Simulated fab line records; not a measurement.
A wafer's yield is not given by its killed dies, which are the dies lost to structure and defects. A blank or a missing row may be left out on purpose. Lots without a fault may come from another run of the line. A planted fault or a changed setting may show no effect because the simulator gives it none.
Comparing a struck lot with a sound one + flow rit-cmos + 15 steps out of a route of 202
Sound: these wafers, L681.4, L681.5, L681.6. Wafers struck: L679.1, L679.4, L679.5. At the end, the cause is stated.
For every step that has rows: the tool of each side, followed by ch and its chambers, followed by its first start. Under that, the readings that differ: sound wafers + struck wafers + difference of the means + sigmas: that difference in standard deviations of wafers without a fault.
alike: readings whose means differ by less than 2 such deviations, and words and numbers that are the same on both sides. not compared: withheld readings, readings that some wafer has no value for, bounds like >300 that may hide the same value, and numbers for which the record gives no deviation and whose values overlap.
The two part at a step that has a row with sigmas, a row that says differs or no value, or rows on one side only. Non-overlapping numbers with no deviation appear without sigmas and do not part them. Lack of a reading on every wafer of one side parts them only where that side has two or more wafers.

first, 1 step without rows for these wafers: RIT_CONTACT_CLEAN_14 (cleans in SC2, time 600 s).
RIT_M1_SPUTTER_00: material Al, target thk 400 nm, time 500 s.
  struck on pvd-sputter-03, day 5 03:38; sound on pvd-sputter-03, day 5 13:33
  alike: throttle-valve-pct
RIT_M1_RS_MEAS_01: measures by four-point-probe.
  struck on film-metro-02, day 5 03:56; sound on film-metro-01, day 5 13:55
  alike: M1_AL_RS
RIT_M1_THK_MEAS_02: measures by xrf.
  struck on film-metro-02, day 5 04:03; sound on film-metro-01, day 5 14:00
  alike: M1_AL_THK
then, 6 steps without rows for these wafers: RIT_M1_HMDS_03 (prime time 60 s); RIT_M1_COAT_04 (resist thk 1300 nm); RIT_M1_SOFTBAKE_05 (time 60 s); RIT_M1_EXPOSE_06 (exposes mask M12, target cd 2600 nm); RIT_M1_PEB_07; RIT_M1_DEVELOP_08 (develop time 68 s).
RIT_M1_CD_MEAS_09: target cd 2600 nm.
  struck on cd-sem-02, day 5 05:07; sound on cd-sem-02, day 5 15:08
  alike: cd-nm
RIT_M1_OVL_MEAS_10:
  struck on overlay-02, day 5 05:14; sound on overlay-02, day 5 15:13
  alike: M1_OVL
RIT_M1_HARDBAKE_11: time 120 s.
  sound on litho-track-01 ch 0, day 5 15:22; struck on litho-track-02 ch 0, day 5 05:16
| reading                  | sound                | struck               | difference | sigmas |
|--------------------------|----------------------|----------------------|------------|--------|
| heater-power-total-W (W) | 52.02 52.02 52.07    | 53.46 53.39 53.42    | +1.39      | +22    |
| plate-temp-C (C)         | 139.83 139.94 139.73 | 142.99 143.04 143.12 | +3.22      | +23    |
  alike: exhaust-pa
RIT_M1_METAL_ETCH_12: etches Al in Cl2/BCl3, stops on SiO2, time 171.1 s, target depth 600 nm.
  sound on rie-metal-02 ch 0,1, day 5 15:32; struck on rie-metal-03 ch 1, day 5 05:31
  alike: drypump-motor-current-A, oes-product-au, throttle-valve-pct
  not compared: rf-hours-counter-h
RIT_M1_PROBE_99:
  rows exist in the record for the sound wafers here (prober-02, day 5 17:53), none for the struck ones

WHERE THEY PART
Last at RIT_M1_PROBE_99 as far as this record goes, first at RIT_M1_HARDBAKE_11.

WHY: what had been put in by the simulator
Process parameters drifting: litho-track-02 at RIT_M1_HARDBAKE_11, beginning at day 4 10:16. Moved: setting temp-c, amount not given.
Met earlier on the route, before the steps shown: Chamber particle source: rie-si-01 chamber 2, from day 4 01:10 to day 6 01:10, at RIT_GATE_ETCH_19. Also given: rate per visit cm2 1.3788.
